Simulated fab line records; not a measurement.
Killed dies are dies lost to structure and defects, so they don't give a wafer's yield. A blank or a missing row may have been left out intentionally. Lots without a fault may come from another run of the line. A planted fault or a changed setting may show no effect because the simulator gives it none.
Split-lot experiment	flow rit-cmos	route with 202 steps; 5 lots, 23 wafers read

THE SPLIT
At RIT_NRETRO_IMPLANT_08, the setting dose-cm2 was moved away from the recipe's 1e+13 on 5 of the 23 wafers read, by +2.3% to +4.1%. All remaining wafers had this setting at the recipe value.

FROM THE SPLIT TO THE READING: what the file shows between them, 1 step
- RIT_NRETRO_STRIP_09: strips in O2, time 180 s

THE READING
NRETRO_TW, at RIT_NRETRO_TW_MEAS_10. A value of 1055 with a standard deviation of 6.7 is what fault-free wafers of this fab line usually give.

wafer	tool, chamber at the split	dose-cm2 as run	against the recipe	NRETRO_TW	against lot-mates on the recipe
L076.1	implanter-02, 0	1e+13	recipe	1056	-
L076.2	implanter-02, 0	1e+13	recipe	1056	-
L076.3	implanter-02, 0	1e+13	recipe	1057	-
L076.4	implanter-02, 0	1e+13	recipe	1054	-
L076.6	implanter-02, 0	1e+13	recipe	1053	-
L077.1	implanter-01, 0	1e+13	recipe	1048	-
L077.2	implanter-01, 0	1e+13	recipe	1047	-
L077.3	implanter-01, 0	1.023e+13	+2.3%	1052	+7
L077.4	implanter-01, 0	1.023e+13	+2.3%	1060	+15
L077.6	implanter-01, 0	1e+13	recipe	1039	-
L078.1	implanter-02, 0	1e+13	recipe	1065	-
L078.2	implanter-02, 0	1.041e+13	+4.1%	1081	+14
L078.3	implanter-02, 0	1e+13	recipe	1069	-
L078.5	implanter-02, 0	1.041e+13	+4.1%	1083	+16
L078.6	implanter-02, 0	1.041e+13	+4.1%	1085	+18
L082.2	implanter-01, 0	1e+13	recipe	1067	-
L082.3	implanter-01, 0	1e+13	recipe	1064	-
L082.4	implanter-01, 0	1e+13	recipe	1065	-
L082.5	implanter-01, 0	1e+13	recipe	1073	-
L082.6	implanter-01, 0	1e+13	recipe	1064	-
L084.1	implanter-04, 0	1e+13	recipe	1051	-
L084.2	implanter-04, 0	1e+13	recipe	1052	-
L084.5	implanter-04, 0	1e+13	recipe	1054	-

THE FIT
A straight line over all 23 wafers: NRETRO_TW changes by +5.22 for each +1% of dose-cm2; r = +0.65; the points scatter about the line by 9.2.
The same after taking each lot's own level away (the mean of its wafers on the recipe; 23 wafers): +4.05 for each +1%; r = +0.90; scatter 2.9.
Per that fit: largest dose-cm2 move, reading shift of 17.
Measured against the standard deviation above, the lots' own levels, which go from 1044.7 to 1067.0, span 3.3 times it.
So the lot-to-lot level blurs the effect unless lot-mates are compared.
Check: with one of the wafers moved furthest among these (+4.1%) left out of the fit, the line predicts +17.8 for it against its lot-mates. Against them it came out at +14.

OTHER SPLITS APPLIED TO THESE WAFERS
Note: prior to the reading, these wafers also went through further splits. Each is held against what the fit with the lots' levels taken away leaves over:
other split on the same wafers	wafers away from the commonest value	r with NRETRO_TW (lot level and that fit taken away)
RIT_ACTIVE_CVD_03 sih2cl2-flow-sccm	15	+0.12
RIT_FOX2_OXIDATION_00 temp-c	15	-0.06
RIT_FOX2_WET_ETCH_03 time-s	18	-0.04
RIT_NWELL_IMPLANT_08 energy-kev	8	+0.13
RIT_PWELL_IMPLANT_08 energy-kev	8	-0.14

FILE'S OWN FIT
NRETRO_TW changes by +4.22 for each +1% of dose-cm2, r = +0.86.
